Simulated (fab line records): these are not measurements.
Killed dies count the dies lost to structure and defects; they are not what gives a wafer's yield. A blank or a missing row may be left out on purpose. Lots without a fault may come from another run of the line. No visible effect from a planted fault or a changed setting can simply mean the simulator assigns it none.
Tool commonality check :: flow berkeley_cmos170 :: 16 lots, 48 wafers sampled

== WHAT PROMPTED THE OPENING ==
Of 16 lots, 4 have the reading NSD_OVL flagged at UCB170_NSD_OVL_MEAS_07. Wafers without a fault read 0 nm, standard deviation 5.1.
Rule: a lot is flagged in two cases, either no wafer of it has a number, or all its wafers with numbers fall more than 4 standard deviations from that mean. The other lots count as sound.

lot: L785
measured: day 7 14:36
on: overlay-02
NSD_OVL (nm), wafer by wafer: 4 6 7
flag: 

lot: L786
measured: day 7 14:53
on: overlay-02
NSD_OVL (nm), wafer by wafer: -5 4 -6
flag: 

lot: L787
measured: day 8 07:11
on: overlay-02
NSD_OVL (nm), wafer by wafer: 0 -2 13
flag: 

lot: L788
measured: day 8 07:24
on: overlay-02
NSD_OVL (nm), wafer by wafer: 0 -2 -1
flag: 

lot: L789
measured: day 8 07:31
on: overlay-02
NSD_OVL (nm), wafer by wafer: -2 2 11
flag: 

lot: L792
measured: day 9 02:29
on: overlay-01
NSD_OVL (nm), wafer by wafer: -124 -139 -127
flag: FLAGGED

lot: L794
measured: day 9 07:29
on: overlay-01
NSD_OVL (nm), wafer by wafer: 6 13 0
flag: 

lot: L793
measured: day 9 08:02
on: overlay-01
NSD_OVL (nm), wafer by wafer: -132 -128 -138
flag: FLAGGED

lot: L796
measured: day 9 17:11
on: overlay-01
NSD_OVL (nm), wafer by wafer: -129 -128 -131
flag: FLAGGED

lot: L795
measured: day 9 17:29
on: overlay-01
NSD_OVL (nm), wafer by wafer: -125 -131 -130
flag: FLAGGED

lot: L802
measured: day 10 16:43
on: overlay-01
NSD_OVL (nm), wafer by wafer: 2 -3 -2
flag: 

lot: L799
measured: day 10 17:44
on: overlay-02
NSD_OVL (nm), wafer by wafer: 5 -2 1
flag: 

lot: L805
measured: day 11 04:44
on: overlay-01
NSD_OVL (nm), wafer by wafer: -4 -4 -9
flag: 

lot: L804
measured: day 11 04:44
on: overlay-02
NSD_OVL (nm), wafer by wafer: 2 -1 0
flag: 

lot: L803
measured: day 11 04:53
on: overlay-02
NSD_OVL (nm), wafer by wafer: 8 6 -4
flag: 

lot: L806
measured: day 12 04:50
on: overlay-02
NSD_OVL (nm), wafer by wafer: -2 -3 -3
flag: 
The numbers of the flagged lots are -130 nm on average: -130 nm against the usual, or -26 standard deviations.

== LOT BY LOT: THE TOOL USED ==
2 process steps preceding the reading are held in the record, out of 331 steps in the route. Cell contents, in order: the tool; ch with the chambers the sampled wafers went through; the start.
lot: L785
flag: 
UCB170_PSD_STRIP_09: plasma_asher-01 ch 0,1, day 7 11:46
UCB170_NSD_EXPOSE_03: krf_scanner-02 ch 0, day 7 13:07

lot: L786
flag: 
UCB170_PSD_STRIP_09: plasma_asher-04 ch 0,1, day 7 11:57
UCB170_NSD_EXPOSE_03: krf_scanner-01 ch 0, day 7 13:44

lot: L787
flag: 
UCB170_PSD_STRIP_09: plasma_asher-04 ch 0,1, day 8 05:01
UCB170_NSD_EXPOSE_03: krf_scanner-01 ch 0, day 8 06:14

lot: L788
flag: 
UCB170_PSD_STRIP_09: plasma_asher-02 ch 0,1, day 8 05:15
UCB170_NSD_EXPOSE_03: krf_scanner-02 ch 0, day 8 06:30

lot: L789
flag: 
UCB170_PSD_STRIP_09: plasma_asher-01 ch 0,1, day 8 05:22
UCB170_NSD_EXPOSE_03: krf_scanner-02 ch 0, day 8 06:46

lot: L792
flag: FLAGGED
UCB170_PSD_STRIP_09: plasma_asher-04 ch 0,1, day 8 23:45
UCB170_NSD_EXPOSE_03: krf_scanner-01 ch 0, day 9 02:01

lot: L794
flag: 
UCB170_PSD_STRIP_09: plasma_asher-04 ch 0,1, day 9 06:03
UCB170_NSD_EXPOSE_03: krf_scanner-02 ch 0, day 9 06:58

lot: L793
flag: FLAGGED
UCB170_PSD_STRIP_09: plasma_asher-02 ch 0,1, day 9 06:19
UCB170_NSD_EXPOSE_03: krf_scanner-01 ch 0, day 9 07:26

lot: L796
flag: FLAGGED
UCB170_PSD_STRIP_09: plasma_asher-04 ch 0,1, day 9 15:22
UCB170_NSD_EXPOSE_03: krf_scanner-01 ch 0, day 9 16:14

lot: L795
flag: FLAGGED
UCB170_PSD_STRIP_09: plasma_asher-02 ch 0,1, day 9 15:31
UCB170_NSD_EXPOSE_03: krf_scanner-01 ch 0, day 9 16:23

lot: L802
flag: 
UCB170_PSD_STRIP_09: plasma_asher-02 ch 0,1, day 10 15:17
UCB170_NSD_EXPOSE_03: krf_scanner-02 ch 0, day 10 16:13

lot: L799
flag: 
UCB170_PSD_STRIP_09: plasma_asher-02 ch 0,1, day 10 16:10
UCB170_NSD_EXPOSE_03: krf_scanner-02 ch 0, day 10 17:06

lot: L805
flag: 
UCB170_PSD_STRIP_09: plasma_asher-02 ch 0,1, day 11 03:06
UCB170_NSD_EXPOSE_03: krf_scanner-02 ch 0, day 11 04:13

lot: L804
flag: 
UCB170_PSD_STRIP_09: plasma_asher-01 ch 0,1, day 11 03:01
UCB170_NSD_EXPOSE_03: krf_scanner-02 ch 0, day 11 04:04

lot: L803
flag: 
UCB170_PSD_STRIP_09: plasma_asher-01 ch 0,1, day 11 03:22
UCB170_NSD_EXPOSE_03: krf_scanner-02 ch 0, day 11 04:20

lot: L806
flag: 
UCB170_PSD_STRIP_09: plasma_asher-01 ch 0,1, day 12 02:52
UCB170_NSD_EXPOSE_03: krf_scanner-02 ch 0, day 12 04:11
These steps, and what they do:
- UCB170_PSD_STRIP_09: strips in O2.
- UCB170_NSD_EXPOSE_03: exposes mask NSELECT MOD, target cd 1200 nm.
- UCB170_NSD_OVL_MEAS_07

== FLAGGED AGAINST TOTAL, ONE TOOL AT A TIME (gauges that did the reading follow at the end) ==
step: UCB170_PSD_STRIP_09
tool: plasma_asher-01
lots run: 5
flagged: 0
share of the flagged lots: none
sound lots run after its first flagged lot: -

step: UCB170_PSD_STRIP_09
tool: plasma_asher-02
lots run: 6
flagged: 2
share of the flagged lots: some
sound lots run after its first flagged lot: 3 (L802,L799,L805)

step: UCB170_PSD_STRIP_09
tool: plasma_asher-04
lots run: 5
flagged: 2
share of the flagged lots: some
sound lots run after its first flagged lot: 1 (L794)

step: UCB170_NSD_EXPOSE_03
tool: krf_scanner-01
lots run: 6
flagged: 4
share of the flagged lots: all
sound lots run after its first flagged lot: 0

step: UCB170_NSD_EXPOSE_03
tool: krf_scanner-02
lots run: 10
flagged: 0
share of the flagged lots: none
sound lots run after its first flagged lot: -

step: UCB170_NSD_OVL_MEAS_07
tool: overlay-01
lots run: 7
flagged: 4
share of the flagged lots: all
sound lots run after its first flagged lot: 3 (L794,L802,L805)

step: UCB170_NSD_OVL_MEAS_07
tool: overlay-02
lots run: 9
flagged: 0
share of the flagged lots: none
sound lots run after its first flagged lot: -

== THE TABLE: WHAT IT ALLOWS ==
2 rows of the table ran every flagged lot: krf_scanner-01 at UCB170_NSD_EXPOSE_03, overlay-01 at UCB170_NSD_OVL_MEAS_07.
- krf_scanner-01 at UCB170_NSD_EXPOSE_03 ran 6 lots, 4 of them flagged. Its last sound lot is L787 (day 8 06:14), its first flagged lot L792 (day 9 02:01): a fault that began between those two fits.
- overlay-01 at UCB170_NSD_OVL_MEAS_07 ran 7 lots, 4 of them flagged. Lots that were sound ran on it after the first flagged one (L794, L802, L805); a persistent fault on the entire tool would not allow that.
Left over: one tool, krf_scanner-01 at UCB170_NSD_EXPOSE_03.

== WHAT THE SIMULATOR PUT IN ==
Scanner matching overlay: krf_scanner-01, from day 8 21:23 on, at UCB170_NSD_EXPOSE_03. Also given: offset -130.
Shown lots that were struck: L792, L793, L796, L795. The rule given above showed the same thing.
